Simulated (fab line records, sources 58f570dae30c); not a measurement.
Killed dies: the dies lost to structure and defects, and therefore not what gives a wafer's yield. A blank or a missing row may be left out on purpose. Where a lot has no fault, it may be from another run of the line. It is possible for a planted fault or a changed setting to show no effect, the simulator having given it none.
A sampling plan put to the test    flow berkeleyCmos170    one fab line, 39 faults that these records tell of, each judged on the records of the lots that it struck; 2 more are left out, because the records don't allow judging them
What counts as the plan is the set of the line's own looks, namely the steps on the route at which a gauge or an inspection reads a wafer and does not change it. Where struck wafers have a number at a look and the file lists that look's usual mean and standard deviation on fault-free wafers, the look can be judged. Caught: 4 or more of those standard deviations (sigma) separate the usual mean from the mean of the struck wafers at a look after the fault's first step. On the tool: the same test on the tool's own readings at the fault's steps. If the struck wafers alone have a blank record, or they carry another recipe, that too counts as caught.

== THE FAULTS, as the simulator had put them in ==
1. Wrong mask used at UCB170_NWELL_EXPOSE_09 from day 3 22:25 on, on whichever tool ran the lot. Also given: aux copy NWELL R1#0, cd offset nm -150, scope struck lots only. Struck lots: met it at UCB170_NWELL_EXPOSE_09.
2. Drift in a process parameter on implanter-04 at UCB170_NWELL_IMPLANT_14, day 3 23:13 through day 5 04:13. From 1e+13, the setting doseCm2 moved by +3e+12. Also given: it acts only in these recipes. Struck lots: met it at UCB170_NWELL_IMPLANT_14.
3. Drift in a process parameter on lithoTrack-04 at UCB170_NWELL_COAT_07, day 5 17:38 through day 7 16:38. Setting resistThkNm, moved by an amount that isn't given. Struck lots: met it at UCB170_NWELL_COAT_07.
4. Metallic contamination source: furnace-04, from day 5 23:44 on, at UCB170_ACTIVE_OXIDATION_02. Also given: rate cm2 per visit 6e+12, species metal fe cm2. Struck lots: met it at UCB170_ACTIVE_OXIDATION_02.
5. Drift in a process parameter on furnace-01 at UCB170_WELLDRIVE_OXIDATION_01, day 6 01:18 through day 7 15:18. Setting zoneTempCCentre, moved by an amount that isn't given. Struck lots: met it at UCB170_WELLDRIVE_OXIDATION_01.
6. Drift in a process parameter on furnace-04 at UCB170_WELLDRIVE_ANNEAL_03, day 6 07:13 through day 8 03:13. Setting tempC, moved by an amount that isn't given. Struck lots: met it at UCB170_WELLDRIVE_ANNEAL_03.
7. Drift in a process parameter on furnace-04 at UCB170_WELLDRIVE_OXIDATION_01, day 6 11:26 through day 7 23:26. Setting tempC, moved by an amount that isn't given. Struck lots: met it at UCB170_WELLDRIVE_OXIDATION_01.
8. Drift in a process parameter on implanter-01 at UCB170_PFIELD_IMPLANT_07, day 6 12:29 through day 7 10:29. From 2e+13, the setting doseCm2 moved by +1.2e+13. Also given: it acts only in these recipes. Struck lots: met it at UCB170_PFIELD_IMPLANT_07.
9. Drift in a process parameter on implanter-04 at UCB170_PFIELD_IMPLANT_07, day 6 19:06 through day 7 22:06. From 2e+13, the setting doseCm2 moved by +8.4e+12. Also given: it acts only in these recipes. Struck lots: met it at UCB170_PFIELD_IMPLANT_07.
10. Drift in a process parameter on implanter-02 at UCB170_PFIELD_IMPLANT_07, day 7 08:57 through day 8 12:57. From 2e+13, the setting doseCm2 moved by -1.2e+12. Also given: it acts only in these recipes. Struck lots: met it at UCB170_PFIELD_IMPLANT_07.
11. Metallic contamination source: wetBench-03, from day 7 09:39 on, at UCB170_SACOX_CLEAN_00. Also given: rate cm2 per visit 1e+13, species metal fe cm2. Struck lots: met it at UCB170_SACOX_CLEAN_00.
12. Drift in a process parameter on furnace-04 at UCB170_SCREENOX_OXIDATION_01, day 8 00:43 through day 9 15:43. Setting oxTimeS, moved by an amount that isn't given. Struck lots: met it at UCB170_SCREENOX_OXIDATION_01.
13. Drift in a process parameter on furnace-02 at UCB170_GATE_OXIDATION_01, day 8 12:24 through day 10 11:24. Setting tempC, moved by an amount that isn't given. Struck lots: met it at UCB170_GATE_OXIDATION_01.
14. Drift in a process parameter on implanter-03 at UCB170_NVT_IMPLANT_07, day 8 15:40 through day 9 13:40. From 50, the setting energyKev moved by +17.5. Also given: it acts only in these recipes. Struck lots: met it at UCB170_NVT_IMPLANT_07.
15. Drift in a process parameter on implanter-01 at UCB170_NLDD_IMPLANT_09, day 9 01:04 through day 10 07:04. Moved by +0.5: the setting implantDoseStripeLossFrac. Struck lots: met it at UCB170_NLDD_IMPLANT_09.
16. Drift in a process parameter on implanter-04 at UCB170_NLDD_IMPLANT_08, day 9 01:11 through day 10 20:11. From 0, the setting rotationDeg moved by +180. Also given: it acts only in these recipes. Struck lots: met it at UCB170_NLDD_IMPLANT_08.
17. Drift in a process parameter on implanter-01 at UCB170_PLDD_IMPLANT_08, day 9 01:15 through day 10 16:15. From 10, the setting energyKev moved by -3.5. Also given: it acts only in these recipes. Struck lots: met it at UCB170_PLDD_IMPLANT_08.
18. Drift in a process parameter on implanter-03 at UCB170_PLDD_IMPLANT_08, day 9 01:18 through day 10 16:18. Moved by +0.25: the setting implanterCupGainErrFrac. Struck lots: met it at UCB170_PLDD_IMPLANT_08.
19. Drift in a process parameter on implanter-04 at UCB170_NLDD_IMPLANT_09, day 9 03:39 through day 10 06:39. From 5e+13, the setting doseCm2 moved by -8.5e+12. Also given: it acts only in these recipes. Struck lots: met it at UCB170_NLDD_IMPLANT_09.
20. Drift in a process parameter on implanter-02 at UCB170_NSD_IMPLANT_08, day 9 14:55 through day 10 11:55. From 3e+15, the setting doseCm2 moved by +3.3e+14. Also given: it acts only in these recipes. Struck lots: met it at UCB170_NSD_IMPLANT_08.
21. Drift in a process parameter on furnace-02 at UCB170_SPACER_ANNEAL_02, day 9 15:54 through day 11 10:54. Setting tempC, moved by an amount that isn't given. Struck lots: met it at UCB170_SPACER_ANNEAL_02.
22. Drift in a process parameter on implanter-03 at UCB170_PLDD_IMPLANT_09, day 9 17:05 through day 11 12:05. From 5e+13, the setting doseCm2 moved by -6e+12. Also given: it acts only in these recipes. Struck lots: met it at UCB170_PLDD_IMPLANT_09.
23. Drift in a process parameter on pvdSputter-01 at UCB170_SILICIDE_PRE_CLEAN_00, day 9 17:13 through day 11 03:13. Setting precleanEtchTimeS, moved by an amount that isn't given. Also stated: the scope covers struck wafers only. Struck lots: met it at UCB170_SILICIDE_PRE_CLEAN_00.
24. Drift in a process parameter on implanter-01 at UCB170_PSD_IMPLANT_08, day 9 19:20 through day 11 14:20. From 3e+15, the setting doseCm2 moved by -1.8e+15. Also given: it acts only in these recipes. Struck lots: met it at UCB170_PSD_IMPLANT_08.
25. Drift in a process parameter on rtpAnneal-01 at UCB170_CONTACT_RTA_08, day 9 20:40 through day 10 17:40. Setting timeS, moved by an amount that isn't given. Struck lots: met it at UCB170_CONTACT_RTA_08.
26. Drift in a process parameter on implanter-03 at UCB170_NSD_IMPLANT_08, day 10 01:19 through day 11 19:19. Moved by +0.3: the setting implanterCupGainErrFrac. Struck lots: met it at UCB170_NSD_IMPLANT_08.
27. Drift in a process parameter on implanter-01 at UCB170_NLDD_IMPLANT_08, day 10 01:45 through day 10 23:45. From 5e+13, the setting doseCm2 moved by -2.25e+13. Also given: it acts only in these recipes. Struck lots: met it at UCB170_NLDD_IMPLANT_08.
28. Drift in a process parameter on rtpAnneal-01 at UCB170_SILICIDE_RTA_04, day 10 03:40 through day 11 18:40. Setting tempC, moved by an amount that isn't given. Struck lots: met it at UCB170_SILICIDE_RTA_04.
29. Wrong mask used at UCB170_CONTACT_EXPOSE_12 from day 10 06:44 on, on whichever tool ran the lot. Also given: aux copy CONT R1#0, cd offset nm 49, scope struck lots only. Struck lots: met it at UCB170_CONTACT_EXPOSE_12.
30. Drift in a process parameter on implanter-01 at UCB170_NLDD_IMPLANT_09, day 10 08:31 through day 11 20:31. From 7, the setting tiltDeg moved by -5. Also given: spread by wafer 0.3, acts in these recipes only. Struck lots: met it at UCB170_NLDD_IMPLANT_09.
31. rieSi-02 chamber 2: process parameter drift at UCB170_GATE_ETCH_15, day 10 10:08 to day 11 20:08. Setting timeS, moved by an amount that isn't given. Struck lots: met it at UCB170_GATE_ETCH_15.
32. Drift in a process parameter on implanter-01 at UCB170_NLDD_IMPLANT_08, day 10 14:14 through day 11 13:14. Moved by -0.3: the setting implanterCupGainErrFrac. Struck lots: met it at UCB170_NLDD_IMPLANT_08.
33. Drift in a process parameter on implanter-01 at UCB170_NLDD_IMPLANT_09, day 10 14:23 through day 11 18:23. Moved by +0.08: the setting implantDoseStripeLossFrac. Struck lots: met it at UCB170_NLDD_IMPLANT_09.
34. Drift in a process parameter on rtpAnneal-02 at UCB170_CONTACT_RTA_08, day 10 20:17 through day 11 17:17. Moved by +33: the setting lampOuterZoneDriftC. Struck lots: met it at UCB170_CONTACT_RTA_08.
35. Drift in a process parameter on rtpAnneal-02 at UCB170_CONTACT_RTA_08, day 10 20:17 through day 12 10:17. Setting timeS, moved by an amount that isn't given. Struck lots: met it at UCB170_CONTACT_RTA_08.
36. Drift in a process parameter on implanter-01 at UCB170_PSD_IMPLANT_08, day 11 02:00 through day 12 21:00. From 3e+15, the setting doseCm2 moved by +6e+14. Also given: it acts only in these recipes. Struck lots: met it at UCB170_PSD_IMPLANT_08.
37. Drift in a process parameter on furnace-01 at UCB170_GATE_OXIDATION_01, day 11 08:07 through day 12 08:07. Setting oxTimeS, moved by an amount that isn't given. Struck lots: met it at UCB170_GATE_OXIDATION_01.
38. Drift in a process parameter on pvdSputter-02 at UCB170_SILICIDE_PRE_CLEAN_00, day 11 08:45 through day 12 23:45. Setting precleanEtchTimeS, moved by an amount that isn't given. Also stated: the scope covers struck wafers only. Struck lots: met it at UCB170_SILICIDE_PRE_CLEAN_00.
39. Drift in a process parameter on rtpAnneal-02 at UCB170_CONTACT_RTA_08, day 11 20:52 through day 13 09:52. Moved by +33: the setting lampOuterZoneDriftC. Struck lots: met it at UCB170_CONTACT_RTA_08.

== WHAT THE PLAN SAW ==
fault  on the tool itself                   first look that catches it                       reading, sigma                                                        median hours from its first step to that look  hours from the fault's start to the first struck lot there  judged looks passed uncaught
1      no reading that can be judged        not the one look that can be judged after it     -                                                                     -                                              -                                                           1
2      doseIonsCm2 +99 or beyond sigma      UCB170_NWELL_TW_MEAS_16                          NWELL_TW +24                                                          0.2                                            7                                                           0
3      no reading that can be judged        none of the 2 looks that can be judged after it  -                                                                     -                                              -                                                           2
4      under 2 sigma                        none of the 8 looks that can be judged after it  -                                                                     -                                              -                                                           8
5      spikeTcCentreC +23 sigma             not the one look that can be judged after it     -                                                                     -                                              -                                                           1
6      spikeTcCentreC -33 sigma             no look after it can be judged                   -                                                                     -                                              -                                                           0
7      tubeCenterTempC +65 sigma            not the one look that can be judged after it     strongest: WELLDRIVE_OXIDE_THK at UCB170_WELLDRIVE_THK_MEAS_02, +2.1  -                                              -                                                           1
8      doseIonsCm2 +99 or beyond sigma      UCB170_PFIELD_TW_MEAS_09                         PFIELD_TW +37                                                         0.3                                            0                                                           0
9      doseIonsCm2 +99 or beyond sigma      UCB170_PFIELD_TW_MEAS_09                         PFIELD_TW +27                                                         0.2                                            4                                                           0
10     doseIonsCm2 -49 sigma                UCB170_PFIELD_TW_MEAS_09                         PFIELD_TW -5.8                                                        0.2                                            10                                                          0
11     no reading that can be judged        none of the 7 looks that can be judged after it  -                                                                     -                                              -                                                           7
12     no reading that can be judged        UCB170_SCREENOX_THK_MEAS_02                      SCREENOX_OXIDE_THK +28                                                1.7                                            12                                                          0
13     tubeCenterTempC -99 or beyond sigma  UCB170_GATE_THK_MEAS_02                          GATE_OXIDE_THK -9.0                                                   1.5                                            5                                                           0
14     beamEnergyKeV +99 or beyond sigma    UCB170_NVT_TW_MEAS_09                            NVT_TW +18                                                            0.2                                            6                                                           0
15     under 2 sigma                        UCB170_NLDD_TW_MEAS_11                           NLDD_TW -6.7                                                          0.2                                            0                                                           0
16     rotationDeg +99 or beyond sigma      no look after it can be judged                   -                                                                     -                                              -                                                           0
17     beamEnergyKeV -99 or beyond sigma    UCB170_PLDD_TW_MEAS_11                           PLDD_TW -6.7                                                          0.4                                            3                                                           0
18     faradayCurrentUA +11 sigma           UCB170_PLDD_TW_MEAS_11                           PLDD_TW -4.6                                                          0.4                                            3                                                           0
19     doseIonsCm2 -99 or beyond sigma      UCB170_NLDD_TW_MEAS_11                           NLDD_TW -4.0                                                          0.2                                            2                                                           0
20     doseIonsCm2 +93 sigma                UCB170_SDANNEAL_RS_MEAS_03                       NSD_RS -20                                                            1.7                                            5                                                           0
21     tubeCenterTempC +99 or beyond sigma  UCB170_SDANNEAL_RS_MEAS_04                       PLDD_RS -46                                                           7.0                                            17                                                          0
22     doseIonsCm2 -99 or beyond sigma      UCB170_SDANNEAL_RS_MEAS_04                       PLDD_RS +18                                                           17.7                                           31                                                          1
23     no reading that can be judged        no look after it can be judged                   -                                                                     -                                              -                                                           0
24     doseIonsCm2 -99 or beyond sigma      UCB170_PSD_TW_MEAS_10                            PSD_TW -29                                                            0.2                                            11                                                          0
25     under 2 sigma                        none of the 8 looks that can be judged after it  -                                                                     -                                              -                                                           8
26     faradayCurrentUA +15 sigma           UCB170_SDANNEAL_RS_MEAS_03                       NSD_RS +68                                                            1.5                                            8                                                           1
27     doseIonsCm2 -99 or beyond sigma      UCB170_NLDD_TW_MEAS_11                           NLDD_TW -8.9                                                          0.4                                            7                                                           0
28     wafer_temp_C_max -64 sigma           no look after it can be judged                   -                                                                     -                                              -                                                           0
29     no reading that can be judged        UCB170_CONTACT_CD_MEAS_15                        cdNm +32                                                              0.7                                            7                                                           0
30     under 2 sigma                        UCB170_SDANNEAL_RS_MEAS_05                       NLDD_RS -46                                                           13.2                                           16                                                          2
31     runLengthS +35 sigma                 no look after it can be judged                   -                                                                     -                                              -                                                           0
32     beamOnS +21 sigma                    UCB170_NLDD_TW_MEAS_11                           NLDD_TW +7.0                                                          0.4                                            6                                                           0
33     under 2 sigma                        UCB170_SDANNEAL_RS_MEAS_05                       NLDD_RS +8.6                                                          11.0                                           16                                                          0
34     under 2 sigma                        UCB170_CONTACT_CD_MEAS_15                        cdNm -6.8                                                             1.9                                            10                                                          0
35     under 2 sigma                        none of the 8 looks that can be judged after it  -                                                                     -                                              -                                                           8
36     doseIonsCm2 +99 or beyond sigma      UCB170_PSD_TW_MEAS_10                            PSD_TW +7.6                                                           0.2                                            10                                                          0
37     under 2 sigma                        UCB170_GATE_THK_MEAS_02                          GATE_OXIDE_THK +24                                                    1.5                                            5                                                           0
38     no reading that can be judged        no look after it can be judged                   -                                                                     -                                              -                                                           0
39     under 2 sigma                        none of the 8 looks that can be judged after it  -                                                                     -                                              -                                                           8
A dash: the fault isn't caught, or these records don't give the number.

Caught at a look: 24 of 39. Caught on the tool: 23 of 39. By one or the other: 30 of 39.
Caught on the tool alone: faults 5, 6, 7, 16, 28, 31.
Caught at a look alone: faults 12, 15, 29, 30, 33, 34, 37.
Caught by neither: faults 1, 3, 4, 11, 23, 25, 35, 38, 39.

== THINNER SAMPLING ==
Were the look that catches a fault to measure just every second or every third lot (counted by lot number), the first struck lot would, at worst, be measured this late:
fault  struck lots at that look, in order of time  every lot  every second lot  every third lot
2      L864, L866                                  7 h        may miss all 2    may miss all 2
8      L867, L875                                  0 h        may miss all 2    may miss all 2
9      L251, L253, L256                            4 h        24 h              may miss all 3
10     L238, L240                                  10 h       may miss all 2    may miss all 2
12     L978, L977                                  12 h       12 h              may miss all 2
13     L904, L905                                  5 h        5 h               may miss all 2
14     L505, L508, L507                            6 h        17 h              may miss all 3
15     L321, L324, L325                            0 h        4 h               may miss all 3
17     L607, L608                                  3 h        16 h              may miss all 2
18     L173, L178, L177                            3 h        29 h              30 h
19     L892, L895                                  2 h        17 h              may miss all 2
20     L659, L661                                  5 h        may miss all 2    may miss all 2
21     L889, L890                                  17 h       18 h              may miss all 2
22     L850, L851, L854                            31 h       31 h              may miss all 3
24     L722, L724                                  11 h       may miss all 2    may miss all 2
26     L679, L685                                  8 h        may miss all 2    may miss all 2
27     L357, L356, L359                            7 h        7 h               may miss all 3
29     L846                                        7 h        may miss it       may miss it
30     L441, L444                                  16 h       22 h              may miss all 2
32     L602, L603                                  6 h        15 h              may miss all 2
33     L362, L363                                  16 h       26 h              may miss all 2
34     L865                                        10 h       may miss it       may miss it
36     L874, L877                                  10 h       24 h              may miss all 2
37     L361, L360                                  5 h        5 h               may miss all 2
The hour figures run from when the fault began to the first measured lot among those it struck. 4 sigma limit: tested on the pooled struck wafers, so a lone lot may be under it. Other struck lots may not be in these records.

== THE LONGEST TIMED WAY FROM STEP TO LOOK ==
In fault 22, a median of 17.7 hours elapses between UCB170_PLDD_IMPLANT_09 and UCB170_SDANNEAL_RS_MEAS_04. The look between them that can be judged stayed within 4 sigma: UCB170_PLDD_TW_MEAS_11.
